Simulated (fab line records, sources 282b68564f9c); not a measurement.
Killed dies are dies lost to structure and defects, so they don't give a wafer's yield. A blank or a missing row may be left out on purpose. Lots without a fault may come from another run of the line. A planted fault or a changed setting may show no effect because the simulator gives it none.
Which tool did it? | flow rit_cmos | 13 lots, 37 wafers sampled, at 5 steps of a route of 202

WHAT THE GAUGES READ, wafer by wafer
RIT_NRETRO_TW_MEAS_10. Usual: NRETRO_TW 1045, standard deviation 4.2.
lot  | measured    | on            | NRETRO_TW      | flag
L680 | day 2 09:17 | film_metro-03 | 1054 1056 1052 |
L681 | day 2 12:49 | film_metro-01 | 1046 1036 1041 |
L682 | day 2 17:27 | film_metro-01 | 1041 1041 1039 |
L683 | day 2 23:10 | film_metro-02 | 1046 1046 1049 |
L684 | day 3 03:29 | film_metro-02 | 1044 1046 1045 |
L685 | day 3 07:16 | film_metro-02 | 1044 1045 1046 |
L688 | day 4 01:29 | film_metro-02 | 1044 1041 1048 |
L689 | day 4 07:05 | film_metro-01 | 1050           |
L693 | day 5 01:35 | film_metro-02 | 1043 1045 1047 |
L694 | day 5 07:22 | film_metro-02 | 1047 1049 1044 |
L696 | day 5 15:17 | film_metro-01 | 1044 1044 1040 |
L699 | day 6 08:37 | film_metro-01 | 1038 1041 1035 |
L700 | day 6 13:17 | film_metro-03 | 1045 1050 1046 |

RIT_GATE_THK_MEAS_09. Usual: GATE_POLY_THK 250.1 nm, standard deviation 2.5.
lot  | measured    | on            | GATE_POLY_THK (nm) | flag
L680 | day 2 15:08 | film_metro-04 | 252.9 253.3 253.7  |
L681 | day 2 19:59 | film_metro-01 | 251.5 249.6 251.0  |
L682 | day 2 22:37 | film_metro-04 | 248.3 247.8 248.9  |
L683 | day 3 06:40 | film_metro-03 | 249.0 247.3 246.6  |
L684 | day 3 08:36 | film_metro-04 | 251.2 248.4 247.6  |
L685 | day 3 19:28 | film_metro-03 | 250.1 251.6 252.3  |
L688 | day 4 09:31 | film_metro-04 | 247.2 243.8 246.6  |
L689 | day 4 13:25 | film_metro-03 | 249.2              |
L693 | day 5 07:34 | film_metro-04 | 248.5 247.9 248.5  |
L694 | day 5 16:23 | film_metro-01 | 251.0 249.9 249.2  |
L696 | day 5 23:43 | film_metro-01 | 246.7 248.2 246.4  |
L699 | day 6 15:17 | film_metro-04 | 246.3 248.5 247.8  |
L700 | day 6 21:11 | film_metro-01 | 252.5 251.4 252.7  |

RIT_CONTACT_THK_MEAS_01. Usual: CONTACT_TEOS_THK 400 nm, standard deviation 4.4.
lot  | measured    | on            | CONTACT_TEOS_THK (nm) | flag
L680 | day 3 06:54 | film_metro-02 | 404 400 409           |
L681 | day 3 13:06 | film_metro-02 | 391 399 405           |
L682 | day 3 14:59 | film_metro-02 | 395 401 399           |
L683 | day 3 22:54 | film_metro-02 | 400 404 404           |
L684 | day 4 02:02 | film_metro-02 | 405 408 407           |
L685 | day 4 10:49 | film_metro-02 | 397 395 398           |
L688 | day 5 01:11 | film_metro-03 | 390 390 393           |
L689 | day 5 04:41 | film_metro-04 | 563                   | OFF
L693 | day 6 01:46 | film_metro-04 | 400 397 401           |
L694 | day 6 09:00 | film_metro-02 | 392 392 401           |
L696 | day 6 15:46 | film_metro-02 | 399 403 407           |
L699 | day 7 07:08 | film_metro-04 | 401 393 394           |
L700 | day 7 12:11 | film_metro-02 | 401 403 405           |

RIT_M1_CD_MEAS_90: target cd 2600 nm. Usual: cd_nm 2599 nm, standard deviation 3.3.
lot  | measured    | on        | cd_nm (nm)     | flag
L680 | day 3 11:32 | cd_sem-02 | 2597 2596 2595 |
L681 | day 3 17:41 | cd_sem-02 | 2599 2600 2600 |
L682 | day 3 19:43 | cd_sem-02 | 2594 2596 2593 |
L683 | day 4 03:44 | cd_sem-01 | 2599 2598 2596 |
L684 | day 4 06:46 | cd_sem-01 | 2598 2595 2597 |
L685 | day 4 15:22 | cd_sem-01 | 2597 2598 2599 |
L688 | day 5 06:03 | cd_sem-02 | 2606 2601 2603 |
L693 | day 6 06:32 | cd_sem-02 | 2602 2602 2599 |
L694 | day 6 13:40 | cd_sem-02 | 2600 2599 2601 |
L696 | day 6 20:22 | cd_sem-02 | 2599 2598 2599 |
L699 | day 7 11:43 | cd_sem-02 | 2601 2596 2601 |
L700 | day 7 16:50 | cd_sem-02 | 2598 2597 2600 |

WHICH TOOL RAN EACH LOT (tool, then ch and the chambers of the sampled wafers, then the start)
lot  | RIT_CONTACT_CVD_00
L680 | pecvd-04 ch 0,1, day 3 06:51
L681 | pecvd-03 ch 0,1,2, day 3 13:02
L682 | pecvd-02 ch 1, day 3 14:54
L683 | pecvd-04 ch 0,2, day 3 22:51
L684 | pecvd-03 ch 0,1,2, day 4 01:58
L685 | pecvd-04 ch 0,1, day 4 10:45
L688 | pecvd-04 ch 1,2, day 5 01:08
L689 | pecvd-03 ch 0, day 5 04:37
L693 | pecvd-02 ch 0,1,2, day 6 01:43
L694 | pecvd-04 ch 0,1,2, day 6 08:56
L696 | pecvd-02 ch 1,2, day 6 15:43
L699 | pecvd-02 ch 0,1,2, day 7 07:05
L700 | pecvd-04 ch 0,1, day 7 12:08
- RIT_CONTACT_CVD_00: deposits SiO2 from TEOS, target thk 400 nm, time 61 s.

WHAT THE TOOLS THEMSELVES READ (means of the sampled wafers that have a number; where no wafer has one, the mark that the record gives instead)
RIT_CONTACT_CVD_00. Usual: heater_power_w 314 W, standard deviation 49.
lot  | tool     | heater_power_w (W) | flag
L680 | pecvd-04 | 336                |
L681 | pecvd-03 | 285                |
L682 | pecvd-02 | 298                |
L683 | pecvd-04 | 293                |
L684 | pecvd-03 | 276                |
L685 | pecvd-04 | 344                |
L688 | pecvd-04 | 315                |
L689 | pecvd-03 | 207                |
L693 | pecvd-02 | 320                |
L694 | pecvd-04 | 347                |
L696 | pecvd-02 | 352                |
L699 | pecvd-02 | 324                |
L700 | pecvd-04 | 347                |

THE ANSWER, worked out from the rows above alone
Rule: a lot is off if the mean of its wafers that have a number lies more than 3 standard deviations from the usual mean. A lot without any number at a reading at which 4 lots or more have one is off too. The other lots that the step has rows for count as sound. The gauges are gone through in route order, then the tools' own readings, and for those a lot's mean is taken as printed above. The first step at which some lot is off is used, and at that step the reading that is off furthest; a lot without a number counts as furthest.
Off: L689, at RIT_CONTACT_THK_MEAS_01 (CONTACT_TEOS_THK).
A tool fits if, at a process step before that reading, it ran every lot that is off, and no sound lot after the first of them. The gauges at RIT_CONTACT_THK_MEAS_01 are tried like those tools. One fits: pecvd-03 at RIT_CONTACT_CVD_00. Its last sound lot is L684 (day 4 01:58), its first lot that is off L689 (day 5 04:37): a fault that began between those two fits.

WHAT THE SIMULATOR HAD PUT IN
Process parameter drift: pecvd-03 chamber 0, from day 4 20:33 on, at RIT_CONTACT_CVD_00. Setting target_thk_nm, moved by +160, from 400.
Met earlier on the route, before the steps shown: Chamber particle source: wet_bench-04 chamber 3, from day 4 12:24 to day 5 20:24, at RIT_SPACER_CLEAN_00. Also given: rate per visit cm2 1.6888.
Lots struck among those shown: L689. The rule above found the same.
